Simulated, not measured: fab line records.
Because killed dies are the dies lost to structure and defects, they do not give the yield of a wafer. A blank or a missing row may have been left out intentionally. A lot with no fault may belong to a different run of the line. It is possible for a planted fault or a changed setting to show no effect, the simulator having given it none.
Struck lot and sound lot, side by side -- flow rit_cmos -- 43 out of 202 route steps
Sound: the wafers L189.1, L189.3, L189.5. Struck: wafers L184.1, L184.3, L184.5. Last of all comes the cause.
For every step that has rows: the tool of each side, followed by ch and its chambers, followed by its first start. Under that, the readings that differ: sound wafers -- struck wafers -- difference of the means -- sigmas: that difference in standard deviations of wafers without a fault.
alike: readings whose means differ by less than 2 such deviations, and words and numbers that are the same on both sides. not compared: withheld readings, readings that some wafer has no value for, bounds like >300 that may hide the same value, and numbers for which the record gives no deviation and whose values overlap.
Wherever a step has rows on one side only, a row that says differs or no value, or a row with sigmas, the two part there. Non-overlapping numbers with no deviation appear without sigmas and do not part them. Lack of a reading on every wafer of one side parts them only where that side has two or more wafers.

first, 3 steps without rows for these wafers: RIT_SDANNEAL_CLEAN_00 (cleans in SC1, time 600 s); RIT_SDANNEAL_CLEAN_01 (cleans in dHF, time 30 s); RIT_SDANNEAL_CLEAN_02 (cleans in SC2, time 600 s).
RIT_SDANNEAL_RTA_03: time 5 s.
  sound on rtp_anneal-02 ch 0, day 5 14:07; struck on rtp_anneal-01 ch 0, day 4 07:35
  alike: wafer_temp_C_max
RIT_SDANNEAL_RS_MEAS_04: uses a four-point probe to measure.
  sound on film_metro-01, day 5 14:11; struck on film_metro-01, day 4 07:39
  alike: PSD_RS
RIT_SDANNEAL_RS_MEAS_05: uses a four-point probe to measure.
  sound on film_metro-01, day 5 14:18; struck on film_metro-01, day 4 07:46
  alike: NSD_RS
RIT_SDANNEAL_RS_MEAS_06: uses a four-point probe to measure.
  sound on film_metro-01, day 5 14:25; struck on film_metro-01, day 4 07:53
  alike: PLDD_RS
RIT_SDANNEAL_RS_MEAS_07: uses a four-point probe to measure.
  sound on film_metro-01, day 5 14:32; struck on film_metro-01, day 4 08:01
reading,sound,struck,difference,sigmas
NLDD_RS (ohm/sq),150.0 149.8 149.3,150.7 151.1 150.7,+1.1,+2
then, 1 step without rows for these wafers: RIT_SILICIDE_WET_ETCH_00 (etches SiO2 in BOE, target depth 14 nm, time 14.28 s).
RIT_SILICIDE_SPUTTER_01: material Ti, target thk 30 nm, time 240 s.
  sound on pvd_sputter-02, day 5 14:40; struck on pvd_sputter-01, day 4 08:08
  alike: throttle_valve_pct
RIT_SILICIDE_RS_MEAS_02: uses a four-point probe to measure.
  sound on film_metro-02, day 5 14:49; struck on film_metro-04, day 4 08:17
  alike: SILICIDE_TI_RS
RIT_SILICIDE_THK_MEAS_03: measures by xrf.
  sound on film_metro-02, day 5 14:56; struck on film_metro-04, day 4 08:25
  alike: SILICIDE_TI_THK
RIT_SILICIDE_RTA_04: time 10 s, ramp up 5 s, ramp down 5 s.
  sound on rtp_anneal-01 ch 0, day 5 15:00; struck on rtp_anneal-02 ch 0, day 4 08:28
reading,sound,struck,difference,sigmas
wafer_temp_C_max,655.2 653.8 657.5,651.4 652.3 652.6,-3.4,-2
then, 1 step without rows for these wafers: RIT_SILICIDE_WET_ETCH_05 (etches Ti in SPM, time 120 s).
RIT_SILICIDE_RTA_06: time 10 s, ramp up 5 s, ramp down 10 s.
  sound on rtp_anneal-02 ch 0, day 5 15:07; struck on rtp_anneal-01 ch 0, day 4 08:39
  alike: wafer_temp_C_max
then, 1 step without rows for these wafers: RIT_CONTACT_CVD_00 (deposits SiO2 from TEOS, target thk 400 nm, time 59.47 s).
RIT_CONTACT_THK_MEAS_01:
  sound on film_metro-04, day 5 15:14; struck on film_metro-01, day 4 08:46
  alike: CONTACT_TEOS_THK
then, 6 steps without rows for these wafers: RIT_CONTACT_HMDS_02 (prime time 60 s); RIT_CONTACT_COAT_03 (resist thk 1000 nm); RIT_CONTACT_SOFTBAKE_04 (time 60 s); RIT_CONTACT_EXPOSE_05 (exposes mask M11, target cd 1000 nm); RIT_CONTACT_PEB_06; RIT_CONTACT_DEVELOP_07 (develop time 120 s).
RIT_CONTACT_CD_MEAS_08: target cd 1000 nm.
  sound on cd_sem-02, day 5 16:41; struck on cd_sem-02, day 4 09:55
  alike: cd_nm
RIT_CONTACT_OVL_MEAS_09:
  sound on overlay-02, day 5 16:49; struck on overlay-02, day 4 10:02
  alike: CONTACT_OVL
then, 1 step without rows for these wafers: RIT_CONTACT_HARDBAKE_10 (time 60 s).
RIT_CONTACT_ETCH_11: etches SiO2 in CHF3/CF4/Ar, stops on TiSi2, target depth 480 nm, time 320 s.
  sound on rie_diel-01 ch 0,3, day 5 16:59; struck on rie_diel-01 ch 0,1,2, day 4 10:13
  alike: drypump_motor_current_A, oes_product_au, throttle_valve_pct
  not compared: rf_hours_counter_h
then, 1 step without rows for these wafers: RIT_CONTACT_STRIP_12 (strips in O2, time 180 s).
RIT_CONTACT_CD_MEAS_90: target cd 1000 nm.
  sound on cd_sem-02, day 5 17:22; struck on cd_sem-01, day 4 10:35
  alike: cd_nm
then, 2 steps without rows for these wafers: RIT_CONTACT_CLEAN_13 (cleans in SC1, time 600 s); RIT_CONTACT_CLEAN_14 (cleans in SC2, time 600 s).
RIT_M1_SPUTTER_00: material Al, target thk 400 nm, time 500 s.
  sound on pvd_sputter-03, day 5 17:50; struck on pvd_sputter-03, day 4 11:04
reading,sound,struck,difference,sigmas
throttle_valve_pct (%),29.4 30.3 29.2,30.1 32.4 32.4,+2.0,+2
RIT_M1_RS_MEAS_01: uses a four-point probe to measure.
  sound on film_metro-01, day 5 18:07; struck on film_metro-02, day 4 11:22
  alike: M1_AL_RS
RIT_M1_THK_MEAS_02: measures by xrf.
  sound on film_metro-01, day 5 18:14; struck on film_metro-02, day 4 11:29
  alike: M1_AL_THK
then, 6 steps without rows for these wafers: RIT_M1_HMDS_03 (prime time 60 s); RIT_M1_COAT_04 (resist thk 1300 nm); RIT_M1_SOFTBAKE_05 (time 60 s); RIT_M1_EXPOSE_06 (exposes mask M12, target cd 2600 nm); RIT_M1_PEB_07; RIT_M1_DEVELOP_08 (develop time 64.68 s).
RIT_M1_CD_MEAS_09: target cd 2600 nm.
  sound on cd_sem-01, day 5 19:19; struck on cd_sem-02, day 4 12:33
  alike: cd_nm
RIT_M1_OVL_MEAS_10:
  sound on overlay-02, day 5 19:26; struck on overlay-02, day 4 12:40
  alike: M1_OVL
RIT_M1_PROBE_99:
  sound on prober-02, day 5 22:14; struck on prober-02, day 4 16:40
reading,sound,struck,difference,sigmas
model.etest.contact_pplus.end_ohm_um,42.88 42.91 43.74,47.95 47.31 48.06,+4.60,
model.etest.contact_nplus.end_ohm_um,40.94 42.83 42.77,45.29 46.24 44.61,+3.20,
model.etest.npoly_line.rs_ohm_sq_rim_less_centre,0.2142 -0.02656 0.1598,-1.638 -1.388 -1.495,-1.623,
model.etest.npoly_line.rs_ohm_sq_range,0.2727 0.4155 0.3616,1.712 1.605 1.564,+1.277,
model.etest.npoly_line.rs_ohm_sq,16.99 16.98 17.03,16.14 16.07 16.33,-0.82,
model.etest.ppoly_line.rs_ohm_sq,16.55 16.59 16.67,15.86 15.66 15.87,-0.81,
model.etest.nplus_sal.rs_ohm_sq_rim_less_centre,0.05543 0.03833 0.03908,-0.4236 -0.4517 -0.4131,-0.4737,
model.etest.nplus_sal.rs_ohm_sq_range,0.07167 0.09832 0.09105,0.4585 0.4712 0.4473,+0.3720,
  alike: killed_at_contacts, killed_at_front_end, killed_dies, killed_open, killed_short

## WHERE THEY PART
First at RIT_SDANNEAL_RS_MEAS_07; last, within this record, at RIT_M1_SPUTTER_00. Later steps at which nothing parts them and some readings are alike: RIT_M1_RS_MEAS_01, RIT_M1_THK_MEAS_02, RIT_M1_CD_MEAS_09, RIT_M1_OVL_MEAS_10, RIT_M1_PROBE_99.

WHY: what had been put in by the simulator
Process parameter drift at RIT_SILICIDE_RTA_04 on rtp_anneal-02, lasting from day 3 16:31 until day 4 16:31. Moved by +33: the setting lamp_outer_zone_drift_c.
